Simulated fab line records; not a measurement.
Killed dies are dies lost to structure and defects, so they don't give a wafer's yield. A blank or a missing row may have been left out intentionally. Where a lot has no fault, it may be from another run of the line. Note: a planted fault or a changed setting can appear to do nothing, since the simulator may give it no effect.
Split-lot study / flow rit cmos / 23 wafers read across 5 lots, on a route 202 steps long

## THE SPLIT
At RIT_PSD_COAT_01 (resist thk 1000 nm), the setting spin rpm was moved away from the recipe's 3250 rpm on 6 of the 23 wafers read, by -6.6% to -3.2%. For the rest of the wafers, this setting stayed at what the recipe calls for.

## FROM THE SPLIT TO THE READING: what the file shows between them, 3 steps
- RIT_PSD_SOFTBAKE_02: time 60 s
- RIT_PSD_EXPOSE_03: exposes mask M10, target cd 40900 nm
- RIT_PSD_DEVELOP_05: develop time 50 s

## THE READING
NOVOLAK_of_PSD_COAT_01.thk nm (the simulator's own value, which no gauge read), in nm, at RIT_PSD_HARDBAKE_07 (time 60 s). No usual value for it is given in the file. Across the 17 wafers here that went through the recipe, the average is 885.3 nm and the standard deviation 1.4 nm.

wafer=L075.2; tool, chamber at the split=litho track-04, 0; spin rpm as run, rpm=3037; against the recipe=-6.6%; NOVOLAK_of_PSD_COAT_01.thk nm, nm=912.8; against lot-mates on the recipe=+28.1
wafer=L075.3; tool, chamber at the split=litho track-04, 0; spin rpm as run, rpm=3250; against the recipe=recipe; NOVOLAK_of_PSD_COAT_01.thk nm, nm=884; against lot-mates on the recipe=-
wafer=L075.4; tool, chamber at the split=litho track-04, 0; spin rpm as run, rpm=3037; against the recipe=-6.6%; NOVOLAK_of_PSD_COAT_01.thk nm, nm=911.5; against lot-mates on the recipe=+26.9
wafer=L075.5; tool, chamber at the split=litho track-04, 0; spin rpm as run, rpm=3037; against the recipe=-6.6%; NOVOLAK_of_PSD_COAT_01.thk nm, nm=917.8; against lot-mates on the recipe=+33.1
wafer=L075.6; tool, chamber at the split=litho track-04, 0; spin rpm as run, rpm=3250; against the recipe=recipe; NOVOLAK_of_PSD_COAT_01.thk nm, nm=885.3; against lot-mates on the recipe=-
wafer=L077.1; tool, chamber at the split=litho track-03, 0; spin rpm as run, rpm=3250; against the recipe=recipe; NOVOLAK_of_PSD_COAT_01.thk nm, nm=884.6; against lot-mates on the recipe=-
wafer=L077.2; tool, chamber at the split=litho track-03, 0; spin rpm as run, rpm=3250; against the recipe=recipe; NOVOLAK_of_PSD_COAT_01.thk nm, nm=883.6; against lot-mates on the recipe=-
wafer=L077.3; tool, chamber at the split=litho track-03, 0; spin rpm as run, rpm=3250; against the recipe=recipe; NOVOLAK_of_PSD_COAT_01.thk nm, nm=885.5; against lot-mates on the recipe=-
wafer=L077.4; tool, chamber at the split=litho track-03, 0; spin rpm as run, rpm=3250; against the recipe=recipe; NOVOLAK_of_PSD_COAT_01.thk nm, nm=885.4; against lot-mates on the recipe=-
wafer=L077.6; tool, chamber at the split=litho track-03, 0; spin rpm as run, rpm=3250; against the recipe=recipe; NOVOLAK_of_PSD_COAT_01.thk nm, nm=884.9; against lot-mates on the recipe=-
wafer=L079.1; tool, chamber at the split=litho track-01, 0; spin rpm as run, rpm=3250; against the recipe=recipe; NOVOLAK_of_PSD_COAT_01.thk nm, nm=883.8; against lot-mates on the recipe=-
wafer=L079.3; tool, chamber at the split=litho track-01, 0; spin rpm as run, rpm=3250; against the recipe=recipe; NOVOLAK_of_PSD_COAT_01.thk nm, nm=883.2; against lot-mates on the recipe=-
wafer=L079.5; tool, chamber at the split=litho track-01, 0; spin rpm as run, rpm=3250; against the recipe=recipe; NOVOLAK_of_PSD_COAT_01.thk nm, nm=887; against lot-mates on the recipe=-
wafer=L080.1; tool, chamber at the split=litho track-01, 0; spin rpm as run, rpm=3250; against the recipe=recipe; NOVOLAK_of_PSD_COAT_01.thk nm, nm=888; against lot-mates on the recipe=-
wafer=L080.3; tool, chamber at the split=litho track-01, 0; spin rpm as run, rpm=3250; against the recipe=recipe; NOVOLAK_of_PSD_COAT_01.thk nm, nm=884.7; against lot-mates on the recipe=-
wafer=L080.4; tool, chamber at the split=litho track-01, 0; spin rpm as run, rpm=3250; against the recipe=recipe; NOVOLAK_of_PSD_COAT_01.thk nm, nm=885.5; against lot-mates on the recipe=-
wafer=L080.5; tool, chamber at the split=litho track-01, 0; spin rpm as run, rpm=3250; against the recipe=recipe; NOVOLAK_of_PSD_COAT_01.thk nm, nm=887.2; against lot-mates on the recipe=-
wafer=L080.6; tool, chamber at the split=litho track-01, 0; spin rpm as run, rpm=3250; against the recipe=recipe; NOVOLAK_of_PSD_COAT_01.thk nm, nm=887.5; against lot-mates on the recipe=-
wafer=L082.2; tool, chamber at the split=litho track-01, 0; spin rpm as run, rpm=3250; against the recipe=recipe; NOVOLAK_of_PSD_COAT_01.thk nm, nm=884.7; against lot-mates on the recipe=-
wafer=L082.3; tool, chamber at the split=litho track-01, 0; spin rpm as run, rpm=3146; against the recipe=-3.2%; NOVOLAK_of_PSD_COAT_01.thk nm, nm=898.7; against lot-mates on the recipe=+13.5
wafer=L082.4; tool, chamber at the split=litho track-01, 0; spin rpm as run, rpm=3146; against the recipe=-3.2%; NOVOLAK_of_PSD_COAT_01.thk nm, nm=897; against lot-mates on the recipe=+11.8
wafer=L082.5; tool, chamber at the split=litho track-01, 0; spin rpm as run, rpm=3250; against the recipe=recipe; NOVOLAK_of_PSD_COAT_01.thk nm, nm=885.8; against lot-mates on the recipe=-
wafer=L082.6; tool, chamber at the split=litho track-01, 0; spin rpm as run, rpm=3146; against the recipe=-3.2%; NOVOLAK_of_PSD_COAT_01.thk nm, nm=897.6; against lot-mates on the recipe=+12.4

FIT RESULTS
A straight line over all 23 wafers: NOVOLAK_of_PSD_COAT_01.thk nm changes by -4.3 nm for each +1% of spin rpm; r = -0.99; the points scatter about the line by 1.7 nm.
The same after taking each lot's own level away (the mean of its wafers on the recipe; 23 wafers): -4.4 nm for each +1%; r = -0.99; scatter 1.6 nm.
According to that fit, moving spin rpm by its largest amount changes the reading by 29 nm.
The span of the lots' own levels, 884.65 to 886.58 nm, comes to 1.4 times the standard deviation stated above.
Consequently the slope shifts little with the lot-to-lot level, the two slopes agreeing.
Check: with one of the wafers moved furthest among these (-6.6%) left out of the fit, the line predicts +28.9 nm for it against its lot-mates. It came out at +28.1 nm against them.

## FURTHER SPLITS ON THESE WAFERS
Before the reading, these wafers also passed through other splits. Each is held against what the fit with the lots' levels taken away leaves over:
other split on the same wafers=RIT_GATE_COAT_11 spin rpm; wafers away from the commonest value=8; r with NOVOLAK_of_PSD_COAT_01.thk nm (lot level and that fit taken away)=+0.20
other split on the same wafers=RIT_NLDD_COAT_01 resist thk nm; wafers away from the commonest value=7; r with NOVOLAK_of_PSD_COAT_01.thk nm (lot level and that fit taken away)=-0.15
other split on the same wafers=RIT_NLDD_DEVELOP_05 develop time s; wafers away from the commonest value=8; r with NOVOLAK_of_PSD_COAT_01.thk nm (lot level and that fit taken away)=-0.19
other split on the same wafers=RIT_SPACER_CVD_03 time s; wafers away from the commonest value=15; r with NOVOLAK_of_PSD_COAT_01.thk nm (lot level and that fit taken away)=+0.14
other split on the same wafers=RIT_NSD_IMPLANT_08 dose cm2; wafers away from the commonest value=9; r with NOVOLAK_of_PSD_COAT_01.thk nm (lot level and that fit taken away)=+0.15

## THE WHOLE CHAIN: every reading that the file lists as answering this split, in the file's order
step=RIT_PSD_COAT_01; what it does=resist thk 1000 nm; reading=NOVOLAK_of_PSD_COAT_01.thk nm (the simulator's own value, which no gauge read); change (the file's fit)=-5 nm for each +1% of the setting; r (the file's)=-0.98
step=RIT_PSD_HARDBAKE_07; what it does=time 60 s; reading=NOVOLAK_of_PSD_COAT_01.thk nm (the simulator's own value, which no gauge read); change (the file's fit)=-4.37 nm for each +1% of the setting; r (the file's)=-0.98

## THE FILE'S OWN FIT
NOVOLAK_of_PSD_COAT_01.thk nm changes by -4.37 nm for each +1% of spin rpm, r = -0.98.
